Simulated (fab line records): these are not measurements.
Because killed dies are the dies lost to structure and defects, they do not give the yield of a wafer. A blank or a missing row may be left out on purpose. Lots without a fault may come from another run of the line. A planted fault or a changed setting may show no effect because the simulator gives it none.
fab line records + flow rit_cmos
[record]
- lots = 14
- wafers = 42
- last_day = 7
route steps=202 shown NLDD@112 M1@202
lots untouched by any fault: they come from a run of this same line in which no faults occurred
start_h: hours from the record's opening day to when the first of the lot's shown wafers began + wait_h: hours from the lot's prior step to this one + " repeats the value in the row above + L1.1+2: one row covering several wafers at once + - no value present, or no start provided + * or withheld: withheld + < > ~ a bound
route shown NAME@n: names a module that has steps shown in the file, with the first one's number in the route + usual: mean and standard deviation over wafers with no fault + same: alike in all rows + chamber/n: place in a boat + sites: the reading at each site + _std_site: the standard deviation of these + _edge_site: the outer-site mean with the inner-site mean subtracted + radius_mm: how far each site lies from the wafer's centre + mask NAME#n: copy n + behind: tool/chamber where the wafer was last shaped + hold: why the lot went on hold/how many hours it stayed there/how the hold came to an end + device: whichever transistor did not switch (one of n, p or np) + end of line: the same wafers' tests at the end of the route + for a step that has no rows: nothing shown but its recipe + killed: at the first sort, the dies lost to defects and structure; wafer yield is something else + map: a wafer's dies, x killed, . not, _ none there
set.NAME: the setting that was run; set.NAME@STEP: the one run at that earlier step + model.NAME: the simulator's own value behind a step, which no gauge read
route steps across a sampled set of lots; one table per step, one row per wafer
services: from which hour (start_h, from the record's first day; less than 0 if before it) a tool's chamber was out of use, for how many hours, and why
[[steps]]
[step RIT_NLDD_STRIP_09]
[recipe]
- chemistry = O2
- time_s = 180
- resist = NOVOLAK
- platen_temp_c = withheld
- power_w = 500
- pressure_mtorr = 4000
- o2_flow_sccm = 4000
[usual]
- drypump_motor_current_A = 5.5/0.41
- o2_flow_sccm = 4002/11
| lot.wafer | tool            | chamber | start_h | wait_h | drypump_motor_current_A | o2_flow_sccm | rf_hours_counter_h |
|-----------|-----------------|---------|---------|--------|-------------------------|--------------|--------------------|
| L359.1    | plasma_asher-02 | 1       | 41.62   | 0.1    | 5.8                     | 3998         | 41                 |
| L359.3    | "               | 1       | "       | "      | 5.8                     | 4006         | -                  |
| L359.6    | "               | 1       | "       | "      | 5.8                     | 4003         | -                  |
| L360.1    | plasma_asher-01 | 0       | 51.28   | 0.1    | 4.7                     | 3996         | 40                 |
| L360.2    | "               | 1       | "       | "      | 5.2                     | 4013         | 40                 |
| L360.6    | "               | 0       | "       | "      | 4.6                     | 3999         | -                  |
| L361.2    | plasma_asher-02 | 1       | 53.61   | 0.1    | 5.8                     | 3996         | 43                 |
| L361.3    | "               | 1       | "       | "      | 5.8                     | 3975         | -                  |
| L361.4    | "               | 0       | "       | "      | 5.9                     | 3990         | -                  |
| L362.1    | plasma_asher-04 | 1       | 57.66   | 0.1    | 5.8                     | 4020         | 26                 |
| L362.3    | "               | 1       | "       | "      | 5.8                     | 4013         | -                  |
| L362.4    | "               | 0       | "       | "      | 5.3                     | 3986         | -                  |
| L363.1    | plasma_asher-04 | 1       | 61.70   | 0.1    | 5.8                     | 4010         | 27                 |
| L363.3    | "               | 0       | "       | "      | 5.3                     | 4011         | -                  |
| L363.4    | "               | 1       | "       | "      | 5.7                     | 4010         | -                  |
| L364.2    | plasma_asher-04 | 1       | 66.94   | 0.1    | 5.7                     | 4008         | 27                 |
| L364.3    | "               | 0       | "       | "      | 5.3                     | 3992         | -                  |
| L364.4    | "               | 1       | "       | "      | 5.7                     | 4009         | -                  |
| L367.1    | plasma_asher-01 | 0       | 82.58   | 0.1    | 4.7                     | 4008         | 44                 |
| L367.2    | "               | 1       | "       | "      | 5.2                     | 3994         | 44                 |
| L367.6    | "               | 0       | "       | "      | 4.7                     | 4006         | -                  |
| L371.1    | plasma_asher-04 | 0       | 101.20  | 0.1    | 5.3                     | 4010         | 31                 |
| L371.5    | "               | 1       | "       | "      | 5.8                     | 3982         | -                  |
| L371.6    | "               | 0       | "       | "      | 5.3                     | 4018         | -                  |
| L374.1    | plasma_asher-01 | 0       | 116.91  | 0.1    | 4.7                     | 3996         | 47                 |
| L374.4    | "               | 1       | "       | "      | 5.2                     | 4006         | -                  |
| L374.6    | "               | 0       | "       | "      | 4.7                     | 3990         | -                  |
| L375.1    | plasma_asher-02 | 1       | 122.68  | 0.1    | 5.8                     | 3982         | 1                  |
| L375.3    | "               | 1       | "       | "      | 5.8                     | 4003         | -                  |
| L375.6    | "               | 0       | "       | "      | 5.9                     | 3999         | -                  |
| L376.1    | plasma_asher-01 | 0       | 128.28  | 0.1    | 4.7                     | 3989         | 49                 |
| L376.2    | "               | 1       | "       | "      | 5.2                     | 4004         | 49                 |
| L376.6    | "               | 0       | "       | "      | 4.7                     | 4007         | -                  |
| L380.3    | plasma_asher-02 | 1       | 147.65  | 0.1    | 5.8                     | 4005         | -                  |
| L380.4    | "               | 0       | "       | "      | 5.9                     | 4021         | -                  |
| L380.6    | "               | 0       | "       | "      | 5.9                     | 4010         | -                  |
| L381.2    | plasma_asher-02 | 0       | 152.49  | 0.1    | 5.9                     | 3985         | 4                  |
| L381.4    | "               | 0       | "       | "      | 5.9                     | 3984         | -                  |
| L381.5    | "               | 0       | "       | "      | 5.9                     | 3985         | -                  |
| L382.2    | plasma_asher-04 | 0       | 157.29  | 0.1    | 5.3                     | 4008         | 37                 |
| L382.4    | "               | 0       | "       | "      | 5.3                     | 4014         | -                  |
| L382.6    | "               | 1       | "       | "      | 5.7                     | 3986         | -                  |
[step RIT_M1_PROBE_99]
[usual]
- killed_at_contacts = 0.0/0.18
- killed_at_front_end = 6/3.1
- killed_dies = 6/3.1
- killed_on_rim = 1.7/1.5
- killed_open = 3.4/1.9
- killed_short = 3.1/2
[same]
- gross_dies = 264
- killed_at_M0_to_M3 = 0
- killed_at_M4_up = 0
- killed_at_back_side = 0
- killed_at_other = 0
| lot.wafer | tool      | chamber | start_h | wait_h | killed_at_contacts | killed_at_front_end | killed_dies | killed_on_rim | killed_open | killed_short |
|-----------|-----------|---------|---------|--------|--------------------|---------------------|-------------|---------------|-------------|--------------|
| L363.1    | prober-01 | -       | 76.78   | 0.1    | 0                  | 3                   | 3           | 2             | 2           | 1            |
| L363.3    | prober-01 | -       | 76.88   | 0.2    | 0                  | 2                   | 2           | 0             | 0           | 2            |
| L363.4    | prober-01 | -       | 76.93   | 0.2    | 0                  | 2                   | 2           | 0             | 2           | 0            |
| L364.2    | prober-02 | -       | 81.96   | 0.1    | 0                  | 10                  | 10          | 2             | 6           | 4            |
| L364.3    | prober-02 | -       | 82.01   | 0.2    | 0                  | 31                  | 31          | 9             | 2           | 2            |
| L364.4    | prober-02 | -       | 82.06   | 0.2    | 0                  | 3                   | 3           | 1             | 0           | 3            |
| L367.1    | prober-01 | -       | 98.54   | 0.1    | 0                  | 14                  | 14          | 3             | 8           | 6            |
| L367.2    | prober-01 | -       | 98.59   | 0.1    | 0                  | 7                   | 7           | 0             | 3           | 4            |
| L367.6    | prober-01 | -       | 98.79   | 0.2    | 0                  | 4                   | 4           | 0             | 1           | 3            |
| L371.1    | prober-01 | -       | 116.50  | 0.1    | 0                  | 40                  | 40          | 13            | 6           | 3            |
| L371.5    | prober-01 | -       | 116.70  | 0.2    | 0                  | 9                   | 9           | 3             | 3           | 6            |
| L371.6    | prober-01 | -       | 116.75  | 0.2    | 0                  | 35                  | 35          | 9             | 3           | 5            |
| L375.1    | prober-01 | -       | 138.33  | 0.1    | 0                  | 5                   | 5           | 2             | 4           | 1            |
| L375.3    | prober-01 | -       | 138.43  | 0.2    | 0                  | 6                   | 6           | 2             | 4           | 2            |
| L375.6    | prober-01 | -       | 138.58  | 0.2    | 0                  | 6                   | 6           | 1             | 4           | 2            |
// killed by level:class
L363.1 GATE:geometric_particle:open=1 GATE:geometric_particle:short=1 SILICIDE:geometric_particle:open=1
L363.3 FOX1:geometric_particle:short=1 SILICIDE:geometric_particle:short=1
L363.4 REOX:geometric_particle:open=2
L364.2 GATE:geometric_particle:open=4 GATE:geometric_particle:short=3 FOX1:geometric_particle:open=1 FOX2:geometric_particle:short=1 REOX:geometric_particle:open=1
L364.3 NLDD:unspecified=27 GATE:geometric_particle:short=2 FOX1:geometric_particle:open=1 GATE:geometric_particle:open=1
L364.4 GATE:geometric_particle:short=3
L367.1 GATE:geometric_particle:open=4 REOX:geometric_particle:short=3 FOX1:geometric_particle:short=2 REOX:geometric_particle:open=2 ACTIVE:geometric_particle:open=1 SILICIDE:geometric_particle:open=1 SILICIDE:geometric_particle:short=1
L367.2 FOX2:geometric_particle:short=2 FOX1:geometric_particle:short=1 FOX1:geometric_particle:open=1 GATE:geometric_particle:open=1 SPACER:geometric_particle:open=1 SPACER:geometric_particle:short=1
L367.6 GATE:geometric_particle:short=2 GATE:geometric_particle:open=1 SPACER:geometric_particle:short=1
L371.1 NLDD:unspecified=31 FOX1:geometric_particle:short=2 FOX1:geometric_particle:open=2 FOX2:geometric_particle:open=1 GATE:geometric_particle:open=1 GATE:geometric_particle:short=1 REOX:geometric_particle:open=1 SPACER:geometric_particle:open=1
L371.5 GATE:geometric_particle:short=3 SPACER:geometric_particle:open=3 FOX1:geometric_particle:short=1 FOX2:geometric_particle:short=1 REOX:geometric_particle:short=1
L371.6 NLDD:unspecified=27 GATE:geometric_particle:short=2 SPACER:geometric_particle:short=2 FOX1:geometric_particle:open=1 FOX1:geometric_particle:short=1 SPACER:geometric_particle:open=1 SILICIDE:geometric_particle:open=1
L375.1 GATE:geometric_particle:open=1 REOX:geometric_particle:open=1 SPACER:geometric_particle:open=1 SILICIDE:geometric_particle:open=1 SILICIDE:geometric_particle:short=1
L375.3 SILICIDE:geometric_particle:open=2 FOX2:geometric_particle:open=1 GATE:geometric_particle:open=1 GATE:geometric_particle:short=1 REOX:geometric_particle:short=1
L375.6 SPACER:geometric_particle:open=2 FOX1:geometric_particle:open=1 GATE:geometric_particle:open=1 REOX:geometric_particle:short=1 SILICIDE:geometric_particle:short=1
[[services]]
| tool            | chamber | start_h | hours | kind       |
|-----------------|---------|---------|-------|------------|
| plasma_asher-02 | -       | 108.75  | 9.0   | pm         |
| plasma_asher-02 | 0       | 108.75  | 9.0   | vent_cycle |
| plasma_asher-02 | 1       | 108.75  | 9.0   | vent_cycle |
| plasma_asher-02 | 0       | 117.75  | -     | clean      |
| plasma_asher-02 | 1       | 117.75  | -     | clean      |
[[key]]
[first_sign]
- step = RIT_M1_PROBE_99
- reading = killed_at_front_end
- direction = up
- sigmas = 9.3
- usual = 6
- struck = 35
[effect]
- step = RIT_M1_PROBE_99
- reading = killed_dies
- direction = up
- sigmas = 9.3
- usual = 6
- struck = 35
met_at RIT_NLDD_STRIP_09
struck_lots L364,L371
struck_wafers L364.3,L371.1,L371.6
tester_left_out L364,L371
onset_between 61.70 66.94
[fault]
- kind = chamber_particle_source
- tool = plasma_asher-04
- chamber = 0
- onset_h = 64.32
- steps = RIT_NLDD_STRIP_09
- rate_per_visit_cm2 = 1.1959
- end_h = 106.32
// tester_left_out: of these lots the tester's yield and bins aren't shown, on N5 and GAA mostly nor the transistor test; their killed dies are dies lost to structure and defects alone, not to doping, threshold or leakage, so they don't give the yield
